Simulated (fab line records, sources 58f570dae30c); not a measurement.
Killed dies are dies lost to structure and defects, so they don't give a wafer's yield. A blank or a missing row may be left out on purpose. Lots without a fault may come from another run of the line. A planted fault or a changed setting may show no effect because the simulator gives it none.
fab line records | flow berkeley_cmos170
record lots=5 wafers=23
route steps=331 shown START@3 NWELL@28 ACTIVE@62 SCREENOX@101 PLDD@149 NLDD@161 NSD@188 SILICIDE@211
start_h: hours from the record's first day to the start of the lot's first wafer shown | wait_h: hours since the lot's step before | " the same as in the row above | L1.1+2: a row that stands for several wafers | - no value, or no start given | * or withheld: withheld | < > ~ a bound
route shown NAME@n: a module of which the file shows steps, and the number in the route of the first | usual: mean/standard deviation of fault-free wafers | same: alike in all rows | chamber/n: place in a boat | sites: the reading at each site | _std_site: their standard deviation | _edge_site: outer sites' mean less inner sites' | radius_mm: how far each site lies from the wafer's centre | mask NAME#n: copy n | behind: the tool/chamber that last shaped the wafer | hold: why the lot was held/for how many hours/how that ended | device: the transistor (n, p or np) that didn't switch | end of line: the same wafers' tests at the end of the route | a step without rows: its recipe alone | killed: dies lost to structure and defects at the first sort, not the wafer's yield | map: a wafer's dies, x killed, . not, _ none there
set.NAME: the setting as run; set.NAME@STEP: as run at that earlier step | model.NAME: the simulator's own value behind a step, which no gauge read
lots whose settings were changed on purpose; a table a step, a row a wafer
## steps
# step UCB170_START_OXIDATION_02
# recipe temp_c=950 ambient=O2 target_thk_a=200 ox_time_s=1800
# columns lot.wafer tool chamber start_h wait_h set.ox_time_s model.SiO2_of_START_OXIDATION_02.thk_nm
L076.1 - - - 0.6 1800 20.14
L076.2 " - " " 1800 20.35
L076.3 " - " " 1800 20.03
L076.4 " - " " 1800 20.15
L076.5 " - " " 1800 20.25
L078.2 - - - 4.5 1800 19.92
L078.3 " - " " 1800 20.28
L078.4 " - " " 1800 20.31
L078.5 " - " " 1800 19.57
L078.6 " - " " 1800 20.04
L079.1 - - - 4.8 1553 18.25
L079.2 " - " " 1553 18.31
L079.4 " - " " 1553 18.53
L079.5 " - " " 1553 18.36
L079.6 " - " " 1553 18.55
L080.1 - - - 5.1 2013 21.58
L080.2 " - " " 2013 21.8
L080.3 " - " " 2013 21.53
L080.5 " - " " 2013 21.44
L080.6 " - " " 2013 21.37
L082.2 furnace-01 0 55.45 5.3 1800 20.34
L082.4 " 0 " " 1800 20.21
L082.6 " 0 " " 1800 20.48
# step UCB170_START_THK_MEAS_03
# recipe reads=SiO2_of_START_OXIDATION_02
# usual START_OXIDE_THK=20.05/0.23
# columns lot.wafer tool chamber start_h wait_h set.ox_time_s@START_OXIDATION_02 START_OXIDE_THK[nm]
L076.1 film_metro-04 - - - 1800 20.11
L076.2 " - " " 1800 20.34
L076.3 " - " " 1800 20.02
L076.4 " - " " 1800 20.19
L076.5 " - " " 1800 20.23
L078.2 film_metro-02 - - - 1800 19.88
L078.3 " - " " 1800 20.28
L078.4 " - " " 1800 20.25
L078.5 " - " " 1800 19.56
L078.6 " - " " 1800 20.07
L079.1 film_metro-02 - - - 1553 18.23
L079.2 " - " " 1553 18.33
L079.4 " - " " 1553 18.51
L079.5 " - " " 1553 18.36
L079.6 " - " " 1553 18.50
L080.1 film_metro-02 - - - 2013 21.52
L080.2 " - " " 2013 21.81
L080.3 " - " " 2013 21.52
L080.5 " - " " 2013 21.41
L080.6 " - " " 2013 21.37
L082.2 film_metro-02 - 56.96 0.0 1800 20.35
L082.4 " - " " 1800 20.20
L082.6 " - " " 1800 20.47
# step UCB170_NWELL_IMPLANT_14
# recipe species=P dose_cm2=1e+13 energy_kev=150 tilt_deg=7
# columns lot.wafer tool chamber start_h wait_h set.dose_cm2
L076.1+2+5 implanter-02 0 44.68 0.1 1e+13
L076.3+4 " 0 " " 9.492e+12
L079.1+2+5 implanter-01 0 61.53 0.1 9.357e+12
L079.4+6 " 0 " " 1e+13
L078.2+3+6 implanter-03 0 62.28 0.1 1e+13
L078.4+5 " 0 " " 9.517e+12
L080.1+2+3+5+6 implanter-02 0 62.47 0.1 1e+13
L082.2+4+6 implanter-01 0 78.61 0.1 1e+13
# step UCB170_NWELL_STRIP_15
# recipe chemistry=O2 power_w=400 pressure_mtorr=3500 platen_temp_c=withheld o2_flow_sccm=400 overash_fraction=0.5
# step UCB170_NWELL_TW_MEAS_16
# usual NWELL_TW=1253/6.8
# columns lot.wafer tool chamber start_h wait_h set.dose_cm2@NWELL_IMPLANT_14 NWELL_TW
L076.1 film_metro-04 - 44.93 0.1 1e+13 1257
L076.2 " - " " 1e+13 1255
L076.3 " - " " 9.492e+12 1227
L076.4 " - " " 9.492e+12 1235
L076.5 " - " " 1e+13 1260
L079.1 film_metro-03 - 61.78 0.1 9.357e+12 1229
L079.2 " - " " 9.357e+12 1232
L079.4 " - " " 1e+13 1261
L079.5 " - " " 9.357e+12 1234
L079.6 " - " " 1e+13 1253
L078.2 film_metro-03 - 62.51 0.1 1e+13 1263
L078.3 " - " " 1e+13 1257
L078.4 " - " " 9.517e+12 1238
L078.5 " - " " 9.517e+12 1241
L078.6 " - " " 1e+13 1262
L080.1 film_metro-04 - 62.72 0.1 1e+13 1245
L080.2 " - " " 1e+13 1242
L080.3 " - " " 1e+13 1245
L080.5 " - " " 1e+13 1248
L080.6 " - " " 1e+13 1249
L082.2 film_metro-03 - 78.85 0.1 1e+13 1256
L082.4 " - " " 1e+13 1255
L082.6 " - " " 1e+13 1256
# step UCB170_ACTIVE_OXIDATION_02
# recipe temp_c=1000 ambient=O2 target_thk_a=264 ox_time_s=1260
# columns lot.wafer tool chamber start_h wait_h set.temp_c model.SiO2_of_ACTIVE_OXIDATION_02.thk_nm
L076.1 - - - 2.3 1000 26.29
L076.2 " - " " 1000 25.94
L076.3 " - " " 1000 25.86
L076.4 " - " " 1000 26.27
L076.5 " - " " 1000 26.04
L078.2 - - - 5.2 1028 35.42
L078.3 " - " " 1028 35.29
L078.4 " - " " 1028 35.09
L078.5 " - " " 1028 35.44
L078.6 " - " " 1028 35.65
L079.1 - - - 5.2 1000 27.3
L079.2 " - " " 1000 26.9
L079.4 " - " " 1000 27.38
L079.5 " - " " 1000 26.64
L079.6 " - " " 1000 27.18
L080.1 - - - 4.7 987 21.32
L080.2 " - " " 987 21.66
L080.3 " - " " 987 21.48
L080.5 " - " " 987 22.12
L080.6 " - " " 987 21.82
L082.2 furnace-04 0 120.03 6.3 1000 25.84
L082.4 " 0 " " 1000 25.67
L082.6 " 0 " " 1000 25.91
# step UCB170_ACTIVE_THK_MEAS_03
# recipe reads=SiO2_of_ACTIVE_OXIDATION_02
# usual ACTIVE_OXIDE_THK=26.3/0.87
# columns lot.wafer tool chamber start_h wait_h set.temp_c@ACTIVE_OXIDATION_02 ACTIVE_OXIDE_THK[nm]
L076.1 film_metro-04 - - - 1000 26.3
L076.2 " - " " 1000 25.9
L076.3 " - " " 1000 25.9
L076.4 " - " " 1000 26.2
L076.5 " - " " 1000 26.0
L079.1 film_metro-02 - - - 1000 27.3
L079.2 " - " " 1000 26.9
L079.4 " - " " 1000 27.3
L079.5 " - " " 1000 26.7
L079.6 " - " " 1000 27.1
L078.2 film_metro-03 - - - 1028 35.4
L078.3 " - " " 1028 35.3
L078.4 " - " " 1028 35.1
L078.5 " - " " 1028 35.4
L078.6 " - " " 1028 35.7
L080.1 film_metro-04 - - - 987 21.3
L080.2 " - " " 987 21.7
L080.3 " - " " 987 21.5
L080.5 " - " " 987 22.1
L080.6 " - " " 987 21.8
L082.2 film_metro-03 - 121.39 0.0 1000 25.8
L082.4 " - " " 1000 25.7
L082.6 " - " " 1000 25.9
# step UCB170_ACTIVE_STRIP_16
# recipe chemistry=O2 power_w=400 pressure_mtorr=3500 platen_temp_c=withheld o2_flow_sccm=400 overash_fraction=0.5
# usual oes_product_au=0.720/0.0043 strip_time_to_endpoint_s=18.11/0.057
# columns lot.wafer tool chamber start_h wait_h set.power_w oes_product_au strip_time_to_endpoint_s
L076.1 plasma_asher-01 0 103.47 0.1 400 0.723 18.12
L076.2 " 1 " " 378.7 0.694 18.85
L076.3 " 1 " " 400 0.722 18.05
L076.4 " 0 " " 400 0.721 18.03
L076.5 " 1 " " 378.7 0.705 18.80
L079.1 plasma_asher-01 1 120.55 0.1 352.9 0.675 19.90
L079.2 " 0 " " 400 0.726 18.06
L079.4 " 1 " " 400 0.719 18.11
L079.5 " 1 " " 400 0.723 18.09
L079.6 " 0 " " 352.9 0.680 19.86
L078.2 plasma_asher-02 0 120.69 0.1 400 0.717 18.10
L078.3 " 1 " " 400 0.720 18.07
L078.4 " 0 " " 400 0.714 18.06
L078.5 " 0 " " 400 0.720 18.09
L078.6 " 1 " " 400 0.723 18.08
L080.1 plasma_asher-03 0 120.73 0.1 400 0.723 18.10
L080.2 " 1 " " 400 0.721 18.15
L080.3 " 0 " " 400 0.719 18.09
L080.5 " 1 " " 400 0.717 18.16
L080.6 " 0 " " 400 0.723 18.04
L082.2 plasma_asher-01 0 130.17 0.1 400 0.726 18.11
L082.4 " 1 " " 400 0.715 18.11
L082.6 " 0 " " 400 0.721 18.15
# step UCB170_SCREENOX_OXIDATION_01
# recipe temp_c=900 ambient=O2 target_thk_a=144 ox_time_s=2400
# columns lot.wafer tool chamber start_h wait_h set.temp_c model.SiO2_of_SCREENOX_OXIDATION_01.thk_nm
L076.1 - - - 2.4 883.9 12.12
L076.2 " - " " 883.9 12.18
L076.3 " - " " 883.9 12.47
L076.4 " - " " 883.9 12.41
L076.5 " - " " 883.9 12
L078.2 - - - 4.8 914.4 16.63
L078.3 " - " " 914.4 16.59
L078.4 " - " " 914.4 16.53
L078.5 " - " " 914.4 16.93
L078.6 " - " " 914.4 16.71
L079.1 - - - 4.8 875 10.79
L079.2 " - " " 875 10.81
L079.4 " - " " 875 10.77
L079.5 " - " " 875 10.83
L079.6 " - " " 875 10.75
L080.1 - - - 4.8 919.1 17.25
L080.2 " - " " 919.1 17.2
L080.3 " - " " 919.1 17.47
L080.5 " - " " 919.1 17.19
L080.6 " - " " 919.1 17.29
L082.2 furnace-04 0 159.11 2.5 900 14.48
L082.4 " 0 " " 900 14.63
L082.6 " 0 " " 900 14.56
# step UCB170_SCREENOX_THK_MEAS_02
# recipe reads=SiO2_of_SCREENOX_OXIDATION_01
# usual SCREENOX_OXIDE_THK=14.25/0.22
# columns lot.wafer tool chamber start_h wait_h set.temp_c@SCREENOX_OXIDATION_01 SCREENOX_OXIDE_THK[nm]
L076.1 film_metro-02 - - - 883.9 12.10
L076.2 " - " " 883.9 12.16
L076.3 " - " " 883.9 12.44
L076.4 " - " " 883.9 12.41
L076.5 " - " " 883.9 12.01
L080.1 film_metro-03 - - - 919.1 17.26
L080.2 " - " " 919.1 17.21
L080.3 " - " " 919.1 17.43
L080.5 " - " " 919.1 17.17
L080.6 " - " " 919.1 17.28
L079.1 film_metro-04 - - - 875 10.77
L079.2 " - " " 875 10.80
L079.4 " - " " 875 10.71
L079.5 " - " " 875 10.80
L079.6 " - " " 875 10.75
L078.2 film_metro-04 - - - 914.4 16.61
L078.3 " - " " 914.4 16.58
L078.4 " - " " 914.4 16.55
L078.5 " - " " 914.4 16.90
L078.6 " - " " 914.4 16.69
L082.2 film_metro-03 - 160.79 0.0 900 14.44
L082.4 " - " " 900 14.57
L082.6 " - " " 900 14.56
# step UCB170_PLDD_PEB_04
# recipe peb_temp_c=130 peb_time_s=withheld resist=KrF
# columns lot.wafer tool chamber start_h wait_h set.peb_temp_c
L076.1+2+3+4+5 litho_track-02 0 160.59 0.6 130
L079.1+2+4 litho_track-03 0 174.09 0.3 130
L079.5+6 " 0 " " 132.7
L078.2+3+5 litho_track-03 0 174.39 0.2 130
L078.4+6 " 0 " " 133.7
L080.1+2+3+5+6 litho_track-03 0 174.75 0.1 130
L082.2+4+6 litho_track-04 0 183.83 0.1 130
# step UCB170_PLDD_DEVELOP_05
# recipe developer=TMAH develop_time_s=45 resist=KrF dev_temp_c=21
# step UCB170_PLDD_CD_MEAS_06
# recipe target_cd_nm=1200
# usual cd_nm=1200.2/1
# columns lot.wafer tool chamber start_h wait_h set.peb_temp_c@PLDD_PEB_04 cd_nm
L076.1 cd_sem-01 - 160.86 - 130 1199.8
L076.2 " - " " 130 1198.6
L076.3 " - " " 130 1198.9
L076.4 " - " " 130 1200.0
L076.5 " - " " 130 1200.3
L079.1 cd_sem-01 - 174.36 - 130 1199.3
L079.2 " - " " 130 1201.2
L079.4 " - " " 130 1200.7
L079.5 " - " " 132.7 1216.9
L079.6 " - " " 132.7 1217.5
L078.2 cd_sem-01 - 174.66 - 130 1198.6
L078.3 " - " " 130 1199.0
L078.4 " - " " 133.7 1221.0
L078.5 " - " " 130 1200.6
L078.6 " - " " 133.7 1221.9
L080.1 cd_sem-01 - 175.03 - 130 1199.8
L080.2 " - " " 130 1199.3
L080.3 " - " " 130 1201.6
L080.5 " - " " 130 1199.1
L080.6 " - " " 130 1199.6
L082.2 cd_sem-01 - 184.10 - 130 1202.6
L082.4 " - " " 130 1201.1
L082.6 " - " " 130 1200.0
# step UCB170_NLDD_EXPOSE_03
# recipe mask_id=NSELECT na=0.5 sigma_outer=0.6 source_shape=conventional target_cd_nm=1200 dose_mj=30
# columns lot.wafer tool chamber start_h wait_h mask set.dose_mj
L076.1+3+5 krf_scanner-01 0 162.32 0.2 NSELECT#0 30
L076.2+4 " 0 " " NSELECT#0 32.13
L079.1+5 krf_scanner-02 0 175.85 0.2 NSELECT#0 32.15
L079.2+4+6 " 0 " " NSELECT#0 30
L078.2+3+4+5+6 krf_scanner-02 0 176.09 0.1 NSELECT#0 30
L080.1+2+3+5+6 krf_scanner-01 0 176.62 0.1 NSELECT#0 30
L082.2+4+6 krf_scanner-02 0 186.36 0.2 NSELECT#0 30
# step UCB170_NLDD_PEB_04
# recipe peb_temp_c=130 peb_time_s=withheld resist=KrF
# step UCB170_NLDD_DEVELOP_05
# recipe developer=TMAH develop_time_s=45 resist=KrF dev_temp_c=21
# step UCB170_NLDD_CD_MEAS_06
# recipe target_cd_nm=1200
# usual cd_nm=1200.2/1.4
# columns lot.wafer tool chamber start_h wait_h set.dose_mj@NLDD_EXPOSE_03 cd_nm
L076.1 cd_sem-02 - 162.92 - 30 1198.0
L076.2 " - " " 32.13 1210.7
L076.3 " - " " 30 1197.8
L076.4 " - " " 32.13 1209.6
L076.5 " - " " 30 1199.4
L079.1 cd_sem-02 - 176.35 - 32.15 1212.1
L079.2 " - " " 30 1198.4
L079.4 " - " " 30 1199.2
L079.5 " - " " 32.15 1211.0
L079.6 " - " " 30 1198.5
L078.2 cd_sem-02 - 176.64 - 30 1201.5
L078.3 " - " " 30 1199.8
L078.4 " - " " 30 1201.6
L078.5 " - " " 30 1200.0
L078.6 " - " " 30 1202.6
L080.1 cd_sem-02 - 177.02 - 30 1203.3
L080.2 " - " " 30 1202.8
L080.3 " - " " 30 1203.0
L080.5 " - " " 30 1202.7
L080.6 " - " " 30 1201.8
L082.2 cd_sem-02 - 187.09 - 30 1200.0
L082.4 " - " " 30 1199.9
L082.6 " - " " 30 1199.6
# step UCB170_NSD_COAT_01
# recipe resist=KrF spin_rpm=1500 resist_thk_nm=900
# columns lot.wafer tool chamber start_h wait_h set.spin_rpm model.KrF_of_NSD_COAT_01.thk_nm
L076.1 litho_track-03 0 171.06 0.1 1500 902.4
L076.2 " 0 " " 1500 902.7
L076.3 " 0 " " 1500 898.3
L076.4 " 0 " " 1500 900.1
L076.5 " 0 " " 1500 899.1
L078.2 litho_track-03 0 186.22 0.1 1500 900.9
L078.3 " 0 " " 1500 903.6
L078.4 " 0 " " 1500 900
L078.5 " 0 " " 1415 926.3
L078.6 " 0 " " 1415 927.3
L079.1 litho_track-01 0 186.51 0.1 1500 904
L079.2 " 0 " " 1459 914.4
L079.4 " 0 " " 1500 904.9
L079.5 " 0 " " 1500 903.8
L079.6 " 0 " " 1459 916.4
L080.1 litho_track-03 0 187.09 0.1 1500 905.4
L080.2 " 0 " " 1530 895.7
L080.3 " 0 " " 1500 902.3
L080.5 " 0 " " 1500 903.5
L080.6 " 0 " " 1530 891.2
L082.2 litho_track-03 0 197.93 0.1 1500 898.9
L082.4 " 0 " " 1500 901.1
L082.6 " 0 " " 1500 899.7
# step UCB170_NSD_SOFTBAKE_02
# recipe resist=KrF temp_c=130 time_s=60
# step UCB170_NSD_EXPOSE_03
# recipe mask_id=NSELECT_MOD na=0.5 sigma_outer=0.6 source_shape=conventional target_cd_nm=1200 dose_mj=30
# step UCB170_NSD_IMPLANT_08
# recipe species=P dose_cm2=3e+15 energy_kev=40 tilt_deg=7
# step UCB170_NSD_STRIP_09
# recipe chemistry=O2 power_w=400 pressure_mtorr=3500 platen_temp_c=withheld o2_flow_sccm=400 overash_fraction=0.5
# usual strip_time_to_endpoint_s=35.82/0.08
# columns lot.wafer tool chamber start_h wait_h set.spin_rpm@NSD_COAT_01 strip_time_to_endpoint_s
L076.1 plasma_asher-03 0 172.57 0.1 1500 35.81
L076.2 " 1 " " 1500 35.85
L076.3 " 0 " " 1500 35.74
L076.4 " 1 " " 1500 35.79
L076.5 " 1 " " 1500 35.76
L078.2 plasma_asher-03 0 187.80 0.1 1500 35.87
L078.3 " 1 " " 1500 35.99
L078.4 " 0 " " 1500 35.88
L078.5 " 1 " " 1415 36.52
L078.6 " 0 " " 1415 36.51
L079.1 plasma_asher-01 0 187.97 0.1 1500 35.88
L079.2 " 1 " " 1459 36.09
L079.4 " 1 " " 1500 35.90
L079.5 " 0 " " 1500 35.81
L079.6 " 1 " " 1459 36.19
L080.1 plasma_asher-02 0 188.35 0.1 1500 35.92
L080.2 " 1 " " 1530 35.68
L080.3 " 1 " " 1500 35.84
L080.5 " 0 " " 1500 35.89
L080.6 " 1 " " 1530 35.54
L082.2 plasma_asher-01 1 199.02 0.1 1500 35.83
L082.4 " 0 " " 1500 35.87
L082.6 " 1 " " 1500 35.77
# step UCB170_SILICIDE_SPUTTER_01
# recipe material=Ti target_thk_nm=30 time_s=25 power_w=1500 chamber_pressure_pa=0.5
# columns lot.wafer tool chamber start_h wait_h set.power_w model.Ti_of_SILICIDE_SPUTTER_01.thk_nm
L076.1 pvd_sputter-03 - 174.56 0.0 1500 30.73
L076.2 " - " " 1500 30.9
L076.3 " - " " 1640 33.65
L076.4 " - " " 1500 31.14
L076.5 " - " " 1640 33.61
L078.2 pvd_sputter-04 - 189.53 0.0 1500 30.33
L078.3 " - " " 1500 30.12
L078.4 " - " " 1440 29.11
L078.5 " - " " 1440 28.93
L078.6 " - " " 1500 30.04
L079.1 pvd_sputter-02 - 189.73 0.0 1545 31.21
L079.2 " - " " 1500 30.62
L079.4 " - " " 1500 30.52
L079.5 " - " " 1500 30.6
L079.6 " - " " 1545 31.34
L080.1 pvd_sputter-04 - 190.17 0.0 1500 30.01
L080.2 " - " " 1500 29.63
L080.3 " - " " 1500 29.87
L080.5 " - " " 1500 29.49
L080.6 " - " " 1500 29.86
L082.2 pvd_sputter-03 - 200.77 0.0 1500 30
L082.4 " - " " 1500 30.3
L082.6 " - " " 1500 29.66
# step UCB170_SILICIDE_RS_MEAS_02
# recipe thk_meas_gauge=four-point-probe reads=Ti_of_SILICIDE_SPUTTER_01
# usual SILICIDE_TI_RS=25.9/0.35
# columns lot.wafer tool chamber start_h wait_h set.power_w@SILICIDE_SPUTTER_01 SILICIDE_TI_RS[ohm/sq]
L076.1 film_metro-04 - 174.59 0.0 1500 25.3
L076.2 " - " " 1500 25.2
L076.3 " - " " 1640 22.8
L076.4 " - " " 1500 24.9
L076.5 " - " " 1640 22.8
L078.2 film_metro-04 - 189.69 0.1 1500 25.8
L078.3 " - " " 1500 26.0
L078.4 " - " " 1440 27.1
L078.5 " - " " 1440 27.3
L078.6 " - " " 1500 26.2
L079.1 film_metro-02 - 189.91 0.2 1545 25.1
L079.2 " - " " 1500 25.7
L079.4 " - " " 1500 25.7
L079.5 " - " " 1500 25.7
L079.6 " - " " 1545 25.0
L080.1 film_metro-04 - 190.20 0.0 1500 26.0
L080.2 " - " " 1500 26.4
L080.3 " - " " 1500 26.2
L080.5 " - " " 1500 26.6
L080.6 " - " " 1500 26.2
L082.2 film_metro-02 - 200.82 0.0 1500 26.1
L082.4 " - " " 1500 25.9
L082.6 " - " " 1500 26.5
# step UCB170_SILICIDE_THK_MEAS_03
# recipe thk_meas_gauge=xrf reads=Ti_of_SILICIDE_SPUTTER_01
# usual SILICIDE_TI_THK=30.5/0.37
# columns lot.wafer tool chamber start_h wait_h set.power_w@SILICIDE_SPUTTER_01 SILICIDE_TI_THK[nm]
L076.1 film_metro-04 - 174.71 0.1 1500 31.1
L076.2 " - " " 1500 31.2
L076.3 " - " " 1640 34.1
L076.4 " - " " 1500 31.6
L076.5 " - " " 1640 33.9
L078.2 film_metro-04 - 189.80 0.1 1500 30.7
L078.3 " - " " 1500 30.6
L078.4 " - " " 1440 29.6
L078.5 " - " " 1440 29.2
L078.6 " - " " 1500 30.3
L079.1 film_metro-02 - 190.03 0.1 1545 31.5
L079.2 " - " " 1500 30.9
L079.4 " - " " 1500 30.7
L079.5 " - " " 1500 30.9
L079.6 " - " " 1545 31.6
L080.1 film_metro-04 - 190.32 0.1 1500 30.3
L080.2 " - " " 1500 30.0
L080.3 " - " " 1500 30.3
L080.5 " - " " 1500 29.8
L080.6 " - " " 1500 30.2
L082.2 film_metro-02 - 200.93 0.1 1500 30.3
L082.4 " - " " 1500 30.7
L082.6 " - " " 1500 29.8
## key
split step=UCB170_START_OXIDATION_02 setting=ox_time_s stated=1800 by=lot
response step=UCB170_START_OXIDATION_02 reading=model.SiO2_of_START_OXIDATION_02.thk_nm change=+0.123 per=1% r=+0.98
response step=UCB170_START_THK_MEAS_03 reading=START_OXIDE_THK change=+0.123 per=1% r=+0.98
split step=UCB170_NWELL_IMPLANT_14 setting=dose_cm2 stated=1e+13 by=wafer
response step=UCB170_NWELL_TW_MEAS_16 reading=NWELL_TW change=+4.45 per=1% r=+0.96
split step=UCB170_ACTIVE_OXIDATION_02 setting=temp_c stated=1000 by=lot
response step=UCB170_ACTIVE_OXIDATION_02 reading=model.SiO2_of_ACTIVE_OXIDATION_02.thk_nm change=+3.31 per=1% r=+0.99
response step=UCB170_ACTIVE_THK_MEAS_03 reading=ACTIVE_OXIDE_THK change=+3.31 per=1% r=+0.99
split step=UCB170_ACTIVE_STRIP_16 setting=power_w stated=400 by=wafer
response step=UCB170_ACTIVE_STRIP_16 reading=oes_product_au change=+0.00389 per=1% r=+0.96
response step=UCB170_ACTIVE_STRIP_16 reading=strip_time_to_endpoint_s change=* per=1% r=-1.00
split step=UCB170_SCREENOX_OXIDATION_01 setting=temp_c stated=900 by=lot
response step=UCB170_SCREENOX_OXIDATION_01 reading=model.SiO2_of_SCREENOX_OXIDATION_01.thk_nm change=+1.32 per=1% r=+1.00
response step=UCB170_SCREENOX_THK_MEAS_02 reading=SCREENOX_OXIDE_THK change=+1.32 per=1% r=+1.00
split step=UCB170_PLDD_PEB_04 setting=peb_temp_c stated=130 by=wafer
response step=UCB170_PLDD_CD_MEAS_06 reading=cd_nm change=+7.86 per=1% r=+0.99
split step=UCB170_NLDD_EXPOSE_03 setting=dose_mj stated=30 by=wafer
response step=UCB170_NLDD_CD_MEAS_06 reading=cd_nm change=+1.72 per=1% r=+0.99
split step=UCB170_NSD_COAT_01 setting=spin_rpm stated=1500 by=wafer
response step=UCB170_NSD_COAT_01 reading=model.KrF_of_NSD_COAT_01.thk_nm change=-4.47 per=1% r=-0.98
response step=UCB170_NSD_STRIP_09 reading=strip_time_to_endpoint_s change=* per=1% r=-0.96
split step=UCB170_SILICIDE_SPUTTER_01 setting=power_w stated=1500 by=wafer
response step=UCB170_SILICIDE_SPUTTER_01 reading=model.Ti_of_SILICIDE_SPUTTER_01.thk_nm change=+0.285 per=1% r=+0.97
response step=UCB170_SILICIDE_RS_MEAS_02 reading=SILICIDE_TI_RS change=-0.255 per=1% r=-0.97
response step=UCB170_SILICIDE_THK_MEAS_03 reading=SILICIDE_TI_THK change=+0.287 per=1% r=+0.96
